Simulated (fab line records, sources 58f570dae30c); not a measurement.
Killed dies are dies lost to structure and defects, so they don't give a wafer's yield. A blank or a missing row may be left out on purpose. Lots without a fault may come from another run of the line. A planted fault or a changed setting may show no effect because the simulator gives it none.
Which tool did it? | flow berkeley_cmos170 | 15 lots, 45 wafers sampled, at 4 steps of a route of 331

WHAT THE GAUGES READ, wafer by wafer
UCB170_M2_THK_MEAS_03: measures by xrf.
lot  | measured     | on            | M2_AL_THK (nm)
L885 | day 8 14:07  | film_metro-02 | 872 878 907
L887 | day 9 06:23  | film_metro-01 | 923 895 917
L886 | day 9 05:11  | film_metro-02 | 905 881 882
L888 | day 10 04:42 | film_metro-02 | 871 878 892
L890 | day 9 23:57  | film_metro-01 | 899 893 878
L889 | day 10 03:41 | film_metro-04 | 907 902 891
L893 | day 10 03:35 | film_metro-02 | 902 886 900
L891 | day 10 03:26 | film_metro-01 | 891 907 898
L895 | day 10 09:14 | film_metro-01 | 902 889 901
L897 | day 10 22:58 | film_metro-04 | 890 906 888
L899 | day 11 15:04 | film_metro-04 | 912 895 888
L902 | day 12 08:18 | film_metro-02 | 894 879 886
L903 | day 12 08:35 | film_metro-02 | 887 893 878
L905 | day 12 19:31 | film_metro-01 | 904 895 904
L906 | day 12 17:07 | film_metro-02 | 892 888 885

UCB170_M2_CD_MEAS_90: target cd 700 nm.
lot  | measured     | on        | cd_nm (nm)
L885 | day 8 16:37  | cd_sem-02 | 701.5 703.7 703.6
L887 | day 9 08:55  | cd_sem-02 | 705.1 703.8 707.1
L886 | day 9 07:49  | cd_sem-01 | 706.4 708.1 710.2
L888 | day 10 08:45 | cd_sem-02 | 697.1 698.5 700.6
L890 | day 10 02:28 | cd_sem-01 | 702.5 699.3 698.8
L889 | day 10 07:18 | cd_sem-02 | 700.0 706.6 704.1
L893 | day 10 07:14 | cd_sem-01 | 698.0 698.4 697.8
L891 | day 10 06:58 | cd_sem-02 | 704.0 700.4 703.4
L895 | day 10 11:52 | cd_sem-01 | 699.5 702.4 700.3
L897 | day 11 02:46 | cd_sem-02 | 702.7 697.3 700.3
L899 | day 11 17:35 | cd_sem-01 | 699.5 699.6 702.2
L902 | day 12 10:39 | cd_sem-01 | 702.2 699.9 699.3
L903 | day 12 10:52 | cd_sem-02 | 699.5 703.8 701.5
L905 | day 12 21:46 | cd_sem-01 | 698.4 698.9 700.5
L906 | day 12 19:16 | cd_sem-01 | 700.0 696.7 696.9

WHICH TOOL RAN EACH LOT (tool, then ch and the chambers of the sampled wafers, then the start)
lot  | UCB170_PWELL_STRIP_16               | UCB170_SILICIDE_PRE_CLEAN_00
L885 | plasma_asher-04 ch 0,1, day 3 15:10 | pvd_sputter-02, day 8 02:13
L887 | plasma_asher-02 ch 0,1, day 3 22:12 | pvd_sputter-01, day 8 16:23
L886 | plasma_asher-03 ch 0,1, day 4 00:40 | pvd_sputter-04, day 8 16:05
L888 | plasma_asher-04 ch 0, day 4 17:31   | pvd_sputter-04, day 9 14:14
L890 | plasma_asher-02 ch 0,1, day 4 17:56 | pvd_sputter-02, day 9 12:24
L889 | plasma_asher-03 ch 0,1, day 4 18:12 | pvd_sputter-04, day 9 13:27
L893 | plasma_asher-03 ch 0,1, day 4 18:26 | pvd_sputter-02, day 9 13:51
L891 | plasma_asher-02 ch 0,1, day 4 22:38 | pvd_sputter-01, day 9 13:17
L895 | plasma_asher-03 ch 0,1, day 5 07:32 | pvd_sputter-01, day 9 20:35
L897 | plasma_asher-04 ch 0,1, day 5 23:13 | pvd_sputter-01, day 10 10:10
L899 | plasma_asher-02 ch 0,1, day 6 10:46 | pvd_sputter-01, day 11 00:42
L902 | plasma_asher-03 ch 0,1, day 7 01:23 | pvd_sputter-04, day 11 16:34
L903 | plasma_asher-02 ch 0,1, day 7 01:40 | pvd_sputter-02, day 11 16:56
L905 | plasma_asher-03 ch 0,1, day 7 21:19 | pvd_sputter-04, day 12 05:25
L906 | plasma_asher-02 ch 0,1, day 7 21:26 | pvd_sputter-02, day 12 04:59
- UCB170_PWELL_STRIP_16: strips in O2.
- UCB170_SILICIDE_PRE_CLEAN_00: preclean etch time 60 s.

WHAT THE TOOLS THEMSELVES READ (means of the sampled wafers that have a number; where no wafer has one, the mark that the record gives instead)
UCB170_PWELL_STRIP_16.
lot  | tool            | drypump_motor_current_A (A) | oes_product_au (a.u.) | strip_time_to_endpoint_s (s)
L885 | plasma_asher-04 | 6.3                         | 0.719                 | 18.03
L887 | plasma_asher-02 | 6.1                         | 0.718                 | 18.09
L886 | plasma_asher-03 | 5.4                         | 0.722                 | 18.05
L888 | plasma_asher-04 | 6.6                         | 0.728                 | 18.05
L890 | plasma_asher-02 | 6.0                         | 0.721                 | 18.09
L889 | plasma_asher-03 | 5.5                         | 0.722                 | 18.16
L893 | plasma_asher-03 | 5.5                         | 0.727                 | 18.13
L891 | plasma_asher-02 | 6.1                         | 0.720                 | 18.02
L895 | plasma_asher-03 | 5.4                         | 0.721                 | 18.09
L897 | plasma_asher-04 | 6.3                         | 0.725                 | 18.16
L899 | plasma_asher-02 | 6.2                         | 0.718                 | 18.06
L902 | plasma_asher-03 | 5.4                         | 0.719                 | 17.92
L903 | plasma_asher-02 | 6.2                         | 0.721                 | 18.06
L905 | plasma_asher-03 | 5.4                         | 0.719                 | 18.15
L906 | plasma_asher-02 | 6.2                         | 0.724                 | 18.10

THE ANSWER, worked out from the rows above alone
Rule: what is usual is taken from the lots themselves. Put in order of their means at a reading, lots are off if they are a third of the lots or fewer, leave a main group of 4 or more, and stand apart from it by a gap of 3 or more times the standard deviation of the main group's means; of several such gaps the widest counts. A main group whose means are all the same, to the digits that the tables above print for the reading, isn't used. A lot without any number at a reading at which 4 lots or more have one is off too. The other lots that the step has rows for count as sound. The gauges are gone through in route order, then the tools' own readings, and for those a lot's mean is taken as printed above. The first step at which some lot is off is used, and at that step the reading that is off furthest; a lot without a number counts as furthest.
No lot is off at any reading shown: from this, nothing can be told.

WHAT THE SIMULATOR HAD PUT IN
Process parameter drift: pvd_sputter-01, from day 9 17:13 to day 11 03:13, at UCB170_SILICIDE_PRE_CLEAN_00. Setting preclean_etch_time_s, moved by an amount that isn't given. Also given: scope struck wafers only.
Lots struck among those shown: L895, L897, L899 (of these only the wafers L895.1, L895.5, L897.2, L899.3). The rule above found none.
